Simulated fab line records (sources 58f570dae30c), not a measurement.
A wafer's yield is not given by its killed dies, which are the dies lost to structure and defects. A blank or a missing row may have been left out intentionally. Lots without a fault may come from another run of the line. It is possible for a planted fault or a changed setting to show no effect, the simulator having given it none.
Problem report in the 8D (eight disciplines) form, filled by code || flow berkeley_cmos170 || the parts of the form that need people (team, actions taken, sign-off) are left out

## 1. WHAT WENT WRONG
At UCB170_NWELL_HMDS_06, prime_temp_c averages 101.97 C over 6 wafers from 2 lots, while fault-free wafers read 100.00 C, standard deviation 0.12. That puts it +16 standard deviations away from the usual mean.
The step: prime time 60 s.
First observed at day 5 16:16: wafer L938.2, on litho_track-04. At this step, 42 wafers from 14 lots have a number in the record. Rule for "out" (also "out of limits"): further than 4 standard deviations from the usual mean. The rest of the wafers with a number are treated as sound.

## 2. WHAT THIS IS AND IS NOT
{"question": "which readings at this step", "is": "prime_temp_c", "is not": "-"}
{"question": "which lots", "is": "L938, L939", "is not": "L923, L924, L925, L926, L927, L928, L929, L931, L932, L940, L942, L945"}
{"question": "which wafers of those lots", "is": "all that have a number", "is not": "-"}
{"question": "read on which tools", "is": "litho_track-04", "is not": "litho_track-01, litho_track-02"}
{"question": "when", "is": "from day 5 16:16", "is not": "up to then (27 sound wafers); but 9 sound wafers of L940, L942, L945 came after"}

## 3. WHAT RULES OUT EACH SUSPECT
Counting: any tool at a process step up to the reading is kept as a suspect provided that every lot that is out went through it and no sound lot did after the first of them.
- litho_track-04 at UCB170_NWELL_HMDS_06 (prime time 60 s): kept. Every lot that is out went through it, starting with L938 (day 5 16:16), and after that it ran no sound lot; the last sound lot it ran before then is L932 (day 4 03:31). Its own readings are out on those wafers: prime_temp_c.
Left after counting: litho_track-04 at UCB170_NWELL_HMDS_06.

## 4. THE CAUSE (what the simulator had put in)
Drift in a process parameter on litho_track-04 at UCB170_NWELL_HMDS_06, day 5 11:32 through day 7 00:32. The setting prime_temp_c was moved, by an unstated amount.
The count eliminated every tool but this one.

## 5. THE CHAIN OF EFFECTS, in route order
One row per reading whose mean, taken over the struck wafers that have a number, lies over 3 standard deviations from the usual. Readings are gone through only where the record gives a usual standard deviation; hours: the median, over the lots, of the time from a lot's start at the first step in this table giving one to that lot's start at this step; sigmas: the change measured in usual standard deviations.
{"hours": 0, "step": "UCB170_NWELL_HMDS_06", "reading": "prime_temp_c", "usual": "100.00 C", "on struck wafers": 101.97, "change": "+1.97", "sigmas": "+16"}
The process steps in it:
- UCB170_NWELL_HMDS_06: prime time 60 s.
Later measuring or inspecting steps at which every struck wafer that the step has a row for has a number for every such reading, and none has moved that far: UCB170_GATE_OVL_MEAS_13, UCB170_GATE_CD_MEAS_90.

## 6. HOW IT WOULD HAVE BEEN CAUGHT EARLIER
In this record the first reading out of limits was taken at day 5 16:16, 5 hours after the fault began at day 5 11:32.
